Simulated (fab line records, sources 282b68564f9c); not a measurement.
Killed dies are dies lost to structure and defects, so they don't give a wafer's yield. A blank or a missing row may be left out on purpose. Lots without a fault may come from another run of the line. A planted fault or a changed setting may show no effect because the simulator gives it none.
A struck lot beside a sound one | flow rit_cmos | 17 steps out of a route of 202
Sound: wafers L104.1, L104.2, L104.3. Struck: wafers L107.1, L107.3, L107.6. The cause comes at the end.
At each step with rows: each side's tool, then ch and its chambers, then its first start. Under that, the readings that differ: sound wafers | struck wafers | difference of the means | sigmas: that difference in standard deviations of wafers without a fault.
alike: readings whose means differ by less than 2 such deviations, and words and numbers that are the same on both sides. not compared: withheld readings, readings that some wafer has no value for, bounds like >300 that may hide the same value, and numbers for which the record gives no deviation and whose values overlap.
The two part at a step that has a row with sigmas, a row that says differs or no value, or rows on one side only. Numbers that don't overlap but have no deviation are shown without sigmas and don't part them. A reading that every wafer of one side lacks parts them only if that side has two wafers or more.

first, 2 steps without rows for these wafers: RIT_NRETRO_HARDBAKE_07 (time 120 s); RIT_NRETRO_IMPLANT_08.
RIT_NRETRO_STRIP_09: strips in O2, time 180 s.
  sound on plasma_asher-02 ch 0,1, day 4 02:54; struck on plasma_asher-04 ch 1, day 4 23:28
  reading                     | sound       | struck      | difference | sigmas
  drypump_motor_current_A (A) | 6.4 5.7 6.4 | 4.9 4.9 4.9 | -1.3       | -2
  not compared: rf_hours_counter_h
RIT_NRETRO_TW_MEAS_10:
  sound on film_metro-03, day 4 03:05; struck on film_metro-01, day 4 23:38
  reading   | sound          | struck         | difference | sigmas
  NRETRO_TW | 1065 1060 1065 | 1030 1034 1036 | -30        | -3
then, 6 steps without rows for these wafers: RIT_PRETRO_HMDS_00 (prime time 60 s); RIT_PRETRO_COAT_01 (resist thk 1300 nm); RIT_PRETRO_SOFTBAKE_02 (time 60 s); RIT_PRETRO_EXPOSE_03 (exposes mask M5, target cd 43700 nm); RIT_PRETRO_PEB_04; RIT_PRETRO_DEVELOP_05 (develop time 68 s).
RIT_PRETRO_OVL_MEAS_06:
  sound on overlay-01, day 4 04:08; struck on overlay-02, day 5 01:06
  alike: PRETRO_OVL
then, 1 step without rows for these wafers: RIT_PRETRO_HARDBAKE_07 (time 120 s).
RIT_PRETRO_IMPLANT_08:
  sound on implanter-01 ch 0, day 4 04:26; struck on implanter-04 ch 0, day 5 01:36
  reading                   | sound                | struck               | difference | sigmas
  beam_energy_keV           | 45.015 45.019 45.005 | 60.755 60.742 60.775 | +15.744    | +99 or more
  model.implant.rp_nm (nm)  | 150.4 150.4 150.4    | 193.7 193.7 193.7    | +43.3      |
  model.implant.drp_nm (nm) | 55.07 55.07 55.07    | 65.12 65.12 65.12    | +10.05     |
RIT_PRETRO_STRIP_09: strips in O2, time 180 s.
  sound on plasma_asher-01 ch 0,1, day 4 04:35; struck on plasma_asher-01 ch 0,1, day 5 01:45
  alike: drypump_motor_current_A
  not compared: rf_hours_counter_h
RIT_PRETRO_TW_MEAS_10:
  sound on film_metro-01, day 4 04:46; struck on film_metro-04, day 5 01:56
  reading   | sound       | struck      | difference | sigmas
  PRETRO_TW | 468 471 470 | 504 499 501 | +32        | +7
then, 1 step without rows for these wafers: RIT_GATE_WET_ETCH_00 (etches SiO2 in BOE, target depth 56 nm, time 60 s).
RIT_M1_PROBE_99:
  sound on prober-01, day 5 12:17; struck on prober-01, day 6 14:22
  alike: killed_at_front_end, killed_dies, killed_open, killed_short

WHERE THEY PART
First at RIT_NRETRO_STRIP_09; last, within this record, at RIT_PRETRO_TW_MEAS_10. Later steps at which nothing parts them and some readings are alike: RIT_M1_PROBE_99.

WHY: what the simulator had put in
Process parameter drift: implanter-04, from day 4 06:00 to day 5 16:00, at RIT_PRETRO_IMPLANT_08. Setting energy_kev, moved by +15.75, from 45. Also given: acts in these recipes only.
